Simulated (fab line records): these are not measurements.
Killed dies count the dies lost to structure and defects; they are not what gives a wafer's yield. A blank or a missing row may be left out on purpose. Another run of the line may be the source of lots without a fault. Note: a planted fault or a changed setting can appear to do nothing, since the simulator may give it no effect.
fab line records + flow berkeley-cmos170
record
- lots=6
- wafers=18
- last-day=10
route steps=331 shown ACTIVE@75 PFIELD@79
lots that met no fault: taken from a fault-free run of the same line
start-h: start of the lot's first displayed wafer, in hours after the record's first day + wait-h: time in hours since the lot's previous step + " identical to the entry in the row above + L1.1+2: one row covering several wafers at once + - value missing, or start not given + * or withheld: withheld + < > ~ a bound
route shown NAME@n: names a module that has steps shown in the file, with the first one's number in the route + usual: average and standard deviation across the fault-free wafers + same: alike in all rows + chamber/n: place in a boat + sites: per-site readings + _std_site: their standard deviation + _edge_site: mean of outer sites minus mean of inner sites + radius-mm: how far each site lies from the wafer's centre + mask NAME#n: copy n + behind: the last tool/chamber to shape the wafer + hold: why the lot went on hold/how many hours it stayed there/how the hold came to an end + device: the n, p or np transistor that did not switch + end of line: the same wafers' tests at the end of the route + a step given without rows: its recipe and nothing more + killed: dies that structure and defects cost at the first sort, which is not the same as the wafer's yield + map: a wafer's dies, marking killed ones x, the rest . and places with no die _
set.NAME: the setting as run; set.NAME@STEP: as run at that earlier step + model.NAME: the simulator's own value behind a step, which no gauge read
lots at some steps of the route; a table a step, a row a wafer
services: the hour from which a tool's chamber was out of use, counted from the record's first day as start-h (under 0 if before that day), plus the number of hours and why
## steps
# step UCB170_ACTIVE_ETCH_15
# recipe
- chemistry=CH3F/Ar/O2
- target=Si3N4
- stop-on=SiO2
- CH3F_flow_sccm=20
- Ar_flow_sccm=50
- O2_flow_sccm=7
- pressure-mtorr=50
- rf-w=450
- target-depth-a=2420
- over-etch-frac=0.1
- time-s=151
# usual
- drypump-motor-current-A=5.48/0.29
- oes-product-au=0.935/0.018
- throttle-valve-pct=8.11/0.14
# same
- over-etch-frac=0.1
| lot.wafer | tool        | chamber | start-h | wait-h | drypump-motor-current-A | oes-product-au | rf-hours-counter-h | throttle-valve-pct |
|-----------|-------------|---------|---------|--------|-------------------------|----------------|--------------------|--------------------|
| L783.1    | rie-diel-03 | 2       | 80.29   | 0.0    | 5.90                    | 0.957          | 132                | 8.16               |
| L783.3    | "           | 3       | "       | "      | 5.28                    | 0.926          | 46                 | 8.21               |
| L783.4    | "           | 0       | "       | "      | 5.81                    | 0.919          | 133                | 7.87               |
| L784.3    | rie-diel-02 | 1       | 84.45   | 0.0    | 5.99                    | 0.906          | 25                 | 8.30               |
| L784.4    | "           | 2       | "       | "      | 5.18                    | 0.952          | 58                 | 8.15               |
| L784.5    | "           | 1       | "       | "      | 5.99                    | 0.912          | -                  | 8.32               |
| L786.1    | rie-diel-03 | 2       | 101.35  | 0.0    | 5.89                    | 0.964          | 133                | 8.18               |
| L786.5    | "           | 1       | "       | "      | 5.40                    | 0.936          | -                  | 8.25               |
| L786.6    | "           | 2       | "       | "      | 5.91                    | 0.957          | -                  | 8.18               |
| L793.1    | rie-diel-02 | 3       | 137.08  | 0.0    | 5.11                    | 0.916          | 63                 | 7.93               |
| L793.3    | "           | 0       | "       | "      | 5.39                    | 0.935          | 57                 | 8.02               |
| L793.6    | "           | 3       | "       | "      | 5.07                    | 0.904          | -                  | 7.94               |
| L801.2    | rie-diel-04 | 0       | 170.40  | 0.0    | 5.41                    | 0.952          | 71                 | 8.06               |
| L801.3    | "           | 1       | "       | "      | 5.56                    | 0.954          | 126                | 8.29               |
| L801.4    | "           | 2       | "       | "      | 5.60                    | 0.927          | 75                 | 7.92               |
| L803.1    | rie-diel-04 | 2       | 184.82  | 0.0    | 5.59                    | 0.916          | 76                 | 7.93               |
| L803.2    | "           | 1       | "       | "      | 5.56                    | 0.939          | 126                | 8.30               |
| L803.3    | "           | 3       | "       | "      | 5.06                    | 0.933          | 17                 | 8.14               |
# step UCB170_ACTIVE_STRIP_16
# recipe
- chemistry=O2
- power-w=400
- pressure-mtorr=3500
- platen-temp-c=withheld
- o2-flow-sccm=400
- overash-fraction=0.5
# usual
- chamber-pressure-mTorr=3499.8/2.7
- drypump-motor-current-A=5.86/0.21
- oes-product-au=0.721/0.0051
- strip-time-to-endpoint-s=18.09/0.069
| lot.wafer | tool            | chamber | start-h | wait-h | chamber-pressure-mTorr | drypump-motor-current-A | oes-product-au | rf-hours-counter-h | strip-time-to-endpoint-s |
|-----------|-----------------|---------|---------|--------|------------------------|-------------------------|----------------|--------------------|--------------------------|
| L783.1    | plasma-asher-02 | 0       | 80.39   | 0.1    | 3497.0                 | 6.00                    | 0.717          | 38                 | 17.91                    |
| L783.3    | "               | 0       | "       | "      | 3496.5                 | 6.00                    | 0.731          | -                  | 18.00                    |
| L783.4    | "               | 1       | "       | "      | 3507.1                 | 5.60                    | 0.722          | -                  | 18.00                    |
| L784.3    | plasma-asher-04 | 1       | 84.59   | 0.1    | 3502.7                 | 5.68                    | 0.727          | -                  | 18.08                    |
| L784.4    | "               | 0       | "       | "      | 3497.2                 | 5.85                    | 0.721          | -                  | 18.16                    |
| L784.5    | "               | 0       | "       | "      | 3501.6                 | 5.85                    | 0.720          | -                  | 18.09                    |
| L786.1    | plasma-asher-02 | 1       | 101.45  | 0.1    | 3501.9                 | 5.62                    | 0.720          | 40                 | 18.05                    |
| L786.5    | "               | 0       | "       | "      | 3496.3                 | 5.96                    | 0.723          | -                  | 18.20                    |
| L786.6    | "               | 1       | "       | "      | 3502.4                 | 5.62                    | 0.717          | -                  | 18.06                    |
| L793.1    | plasma-asher-04 | 0       | 137.18  | 0.1    | 3501.8                 | 5.84                    | 0.717          | 45                 | 18.15                    |
| L793.3    | "               | 1       | "       | "      | 3499.9                 | 5.67                    | 0.716          | -                  | 18.14                    |
| L793.6    | "               | 0       | "       | "      | 3500.2                 | 5.83                    | 0.727          | -                  | 18.17                    |
| L801.2    | plasma-asher-02 | 1       | 170.50  | 0.1    | 3498.7                 | 5.64                    | 0.724          | 4                  | 18.06                    |
| L801.3    | "               | 0       | "       | "      | 3494.0                 | 5.98                    | 0.722          | -                  | 18.11                    |
| L801.4    | "               | 1       | "       | "      | 3503.5                 | 5.63                    | 0.708          | -                  | 18.11                    |
| L803.1    | plasma-asher-01 | 0       | 184.92  | 0.1    | 3496.6                 | 6.02                    | 0.721          | 49                 | 17.96                    |
| L803.2    | "               | 1       | "       | "      | 3498.2                 | 6.23                    | 0.729          | 49                 | 17.95                    |
| L803.3    | "               | 1       | "       | "      | 3500.9                 | 6.24                    | 0.716          | -                  | 18.02                    |
# step UCB170_ACTIVE_CD_MEAS_90
# recipe
- target-cd-nm=1200
# usual
- cd-nm=1200.1/1.4
| lot.wafer | tool      | chamber | start-h | wait-h | cd-nm  |
|-----------|-----------|---------|---------|--------|--------|
| L783.1    | cd-sem-01 | -       | 80.49   | 0.1    | 1200.0 |
| L783.3    | "         | -       | "       | "      | 1198.9 |
| L783.4    | "         | -       | "       | "      | 1199.6 |
| L784.3    | cd-sem-02 | -       | 84.70   | 0.1    | 1199.9 |
| L784.4    | "         | -       | "       | "      | 1200.6 |
| L784.5    | "         | -       | "       | "      | 1200.2 |
| L786.1    | cd-sem-02 | -       | 101.55  | 0.1    | 1198.0 |
| L786.5    | "         | -       | "       | "      | 1197.4 |
| L786.6    | "         | -       | "       | "      | 1198.4 |
| L793.1    | cd-sem-01 | -       | 137.32  | 0.1    | 1198.6 |
| L793.3    | "         | -       | "       | "      | 1197.8 |
| L793.6    | "         | -       | "       | "      | 1198.0 |
| L801.2    | cd-sem-01 | -       | 170.63  | 0.1    | 1201.3 |
| L801.3    | "         | -       | "       | "      | 1200.2 |
| L801.4    | "         | -       | "       | "      | 1201.0 |
| L803.1    | cd-sem-02 | -       | 185.02  | 0.1    | 1199.3 |
| L803.2    | "         | -       | "       | "      | 1200.9 |
| L803.3    | "         | -       | "       | "      | 1200.3 |
# step UCB170_ACTIVE_CLEAN_17
# recipe
- chemistry=SPM
- temp-c=120
- time-s=600
# step UCB170_PFIELD_HMDS_00
# recipe
- prime-time-s=60
- prime-temp-c=100
# step UCB170_PFIELD_COAT_01
# recipe
- resist=KrF
- spin-rpm=1500
- resist-thk-nm=900
# step UCB170_PFIELD_SOFTBAKE_02
# recipe
- resist=KrF
- temp-c=130
- time-s=60
# step UCB170_PFIELD_EXPOSE_03
# recipe
- mask-id=PFIELD
- na=0.5
- sigma-outer=0.6
- source-shape=conventional
- target-cd-nm=1500
- dose-mj=30
# step UCB170_PFIELD_PEB_04
# recipe
- peb-temp-c=130
- peb-time-s=withheld
- resist=KrF
# step UCB170_PFIELD_DEVELOP_05
# recipe
- developer=TMAH
- develop-time-s=45
- resist=KrF
- dev-temp-c=21
# step UCB170_PFIELD_OVL_MEAS_06
# usual
- PFIELD_OVL=0/4.1
| lot.wafer | tool       | chamber | start-h | wait-h | PFIELD_OVL[nm] |
|-----------|------------|---------|---------|--------|----------------|
| L783.1    | overlay-01 | -       | 81.80   | -      | -6             |
| L783.3    | "          | -       | "       | "      | -4             |
| L783.4    | "          | -       | "       | "      | -3             |
| L784.3    | overlay-01 | -       | 86.16   | -      | -1             |
| L784.4    | "          | -       | "       | "      | 4              |
| L784.5    | "          | -       | "       | "      | 6              |
| L786.1    | overlay-01 | -       | 102.83  | -      | -2             |
| L786.5    | "          | -       | "       | "      | -1             |
| L786.6    | "          | -       | "       | "      | -2             |
| L793.1    | overlay-01 | -       | 138.51  | -      | -9             |
| L793.3    | "          | -       | "       | "      | -2             |
| L793.6    | "          | -       | "       | "      | -5             |
| L801.2    | overlay-02 | -       | 173.83  | -      | 5              |
| L801.3    | "          | -       | "       | "      | 1              |
| L801.4    | "          | -       | "       | "      | 1              |
| L803.1    | overlay-02 | -       | 186.28  | -      | 2              |
| L803.2    | "          | -       | "       | "      | -6             |
| L803.3    | "          | -       | "       | "      | 2              |
# step UCB170_PFIELD_IMPLANT_07
# recipe
- species=B
- dose-cm2=2e+13
- energy-kev=80
- tilt-deg=7
# step UCB170_PFIELD_STRIP_08
# recipe
- chemistry=O2
- power-w=400
- pressure-mtorr=3500
- platen-temp-c=withheld
- o2-flow-sccm=400
- overash-fraction=0.5
# usual
- chamber-pressure-mTorr=3500/3.1
- drypump-motor-current-A=5.77/0.21
- oes-product-au=0.734/0.0043
- strip-time-to-endpoint-s=21.62/0.059
| lot.wafer | tool            | chamber | start-h | wait-h | chamber-pressure-mTorr | drypump-motor-current-A | oes-product-au | rf-hours-counter-h | strip-time-to-endpoint-s | model.KrF_of_PFIELD_COAT_01.thk-nm |
|-----------|-----------------|---------|---------|--------|------------------------|-------------------------|----------------|--------------------|--------------------------|------------------------------------|
| L783.1    | plasma-asher-04 | 0       | 81.99   | 0.1    | 3503                   | 5.83                    | 0.740          | 39                 | 21.60                    | 0                                  |
| L783.3    | "               | 1       | "       | "      | 3493                   | 5.67                    | 0.740          | -                  | 21.59                    | 0                                  |
| L783.4    | "               | 0       | "       | "      | 3499                   | 5.83                    | 0.735          | -                  | 21.65                    | 0                                  |
| L784.3    | plasma-asher-03 | 0       | 86.37   | 0.1    | 3497                   | 5.45                    | 0.733          | -                  | 21.61                    | 0                                  |
| L784.4    | "               | 1       | "       | "      | 3494                   | 6.09                    | 0.736          | -                  | 21.47                    | 0                                  |
| L784.5    | "               | 1       | "       | "      | 3504                   | 6.04                    | 0.734          | -                  | 21.56                    | 0                                  |
| L786.1    | plasma-asher-02 | 1       | 103.02  | 0.1    | 3498                   | 5.61                    | 0.723          | 40                 | 21.74                    | 0                                  |
| L786.5    | "               | 0       | "       | "      | 3506                   | 5.98                    | 0.742          | -                  | 21.65                    | 0                                  |
| L786.6    | "               | 1       | "       | "      | 3495                   | 5.60                    | 0.737          | -                  | 21.73                    | 0                                  |
| L793.1    | plasma-asher-02 | 1       | 138.69  | 0.1    | 3496                   | 5.61                    | 0.732          | 0                  | 21.58                    | 0                                  |
| L793.3    | "               | 1       | "       | "      | 3498                   | 5.60                    | 0.738          | -                  | 21.52                    | 0                                  |
| L793.6    | "               | 1       | "       | "      | 3504                   | 5.62                    | 0.735          | -                  | 21.63                    | 0                                  |
| L801.2    | plasma-asher-04 | 1       | 174.01  | 0.1    | -                      | -                       | -              | -                  | -                        | 884.5                              |
| L801.3    | "               | 1       | "       | "      | -                      | -                       | -              | -                  | -                        | 883.9                              |
| L801.4    | "               | 0       | "       | "      | -                      | -                       | -              | -                  | -                        | 883.4                              |
| L803.1    | plasma-asher-04 | 0       | 186.46  | 0.1    | -                      | -                       | -              | -                  | -                        | 886.8                              |
| L803.2    | "               | 1       | "       | "      | -                      | -                       | -              | -                  | -                        | 887.8                              |
| L803.3    | "               | 1       | "       | "      | -                      | -                       | -              | -                  | -                        | 888.1                              |
# step UCB170_PFIELD_TW_MEAS_09
# usual
- PFIELD_TW=601/6.2
| lot.wafer | tool          | chamber | start-h | wait-h | PFIELD_TW |
|-----------|---------------|---------|---------|--------|-----------|
| L783.1    | film-metro-04 | -       | 82.09   | 0.1    | 611       |
| L783.3    | "             | -       | "       | "      | 610       |
| L783.4    | "             | -       | "       | "      | 608       |
| L784.3    | film-metro-02 | -       | 86.45   | 0.1    | 596       |
| L784.4    | "             | -       | "       | "      | 595       |
| L784.5    | "             | -       | "       | "      | 594       |
| L786.1    | film-metro-03 | -       | 103.12  | 0.1    | 596       |
| L786.5    | "             | -       | "       | "      | 600       |
| L786.6    | "             | -       | "       | "      | 598       |
| L793.1    | film-metro-04 | -       | 138.79  | 0.1    | 610       |
| L793.3    | "             | -       | "       | "      | 606       |
| L793.6    | "             | -       | "       | "      | 610       |
| L801.2    | film-metro-02 | -       | 174.12  | 0.1    | 595       |
| L801.3    | "             | -       | "       | "      | 595       |
| L801.4    | "             | -       | "       | "      | 596       |
| L803.1    | film-metro-03 | -       | 186.56  | 0.1    | 603       |
| L803.2    | "             | -       | "       | "      | 601       |
| L803.3    | "             | -       | "       | "      | 600       |
## services
| tool            | chamber | start-h | hours | kind       |
|-----------------|---------|---------|-------|------------|
| plasma-asher-01 | -       | 85.07   | 2.0   | repair     |
| plasma-asher-02 | -       | 108.75  | 9.0   | pm         |
| plasma-asher-02 | 0       | 108.75  | 9.0   | vent-cycle |
| plasma-asher-02 | 1       | 108.75  | 9.0   | vent-cycle |
| plasma-asher-02 | 0       | 117.75  | -     | clean      |
| plasma-asher-02 | 1       | 117.75  | -     | clean      |
| rie-diel-02     | 3       | 119.72  | 5.8   | repair     |
| plasma-asher-02 | -       | 122.85  | 15.6  | pm         |
| rie-diel-03     | 3       | 126.86  | 6.4   | repair     |
| rie-diel-03     | 0       | 153.65  | 5.4   | repair     |
| rie-diel-02     | 1       | 167.29  | 9.5   | repair     |
## key
first-sign
- step=UCB170_PFIELD_STRIP_08
- reading=tool-record
- direction=missing
effect none on later readings
model-effect
- step=UCB170_PFIELD_STRIP_08
- value=KrF_of_PFIELD_COAT_01.thk-nm
- without=0
- struck=885.7
met-at UCB170_PFIELD_STRIP_08
struck-wafers L801.2,L801.3,L801.4,L803.1,L803.2,L803.3
later-rows-left-out L801.2,L801.3,L801.4,L803.1,L803.2,L803.3
sort-left-out L801.2,L801.3,L801.4,L803.1,L803.2,L803.3
tester-left-out L801,L803
onset-between 81.99 174.01
fault
- kind=skipped-step-whole
- tool=plasma-asher-04
- chamber=-
- onset-h=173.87
- steps=UCB170_PFIELD_STRIP_08
- scope=struck-lots-only
# tester-left-out: of these lots the tester's yield and bins aren't shown, on N5 and GAA mostly nor the transistor test; their killed dies are dies lost to structure and defects alone, not to doping, threshold or leakage, so they don't give the yield
# sort-left-out: the simulated sort isn't trusted on such a fault, so these wafers' sort isn't shown, and their yield isn't known
# later-rows-left-out: the simulator's readings of these wafers behind a module that went badly wrong aren't trusted and aren't shown, but for the sort
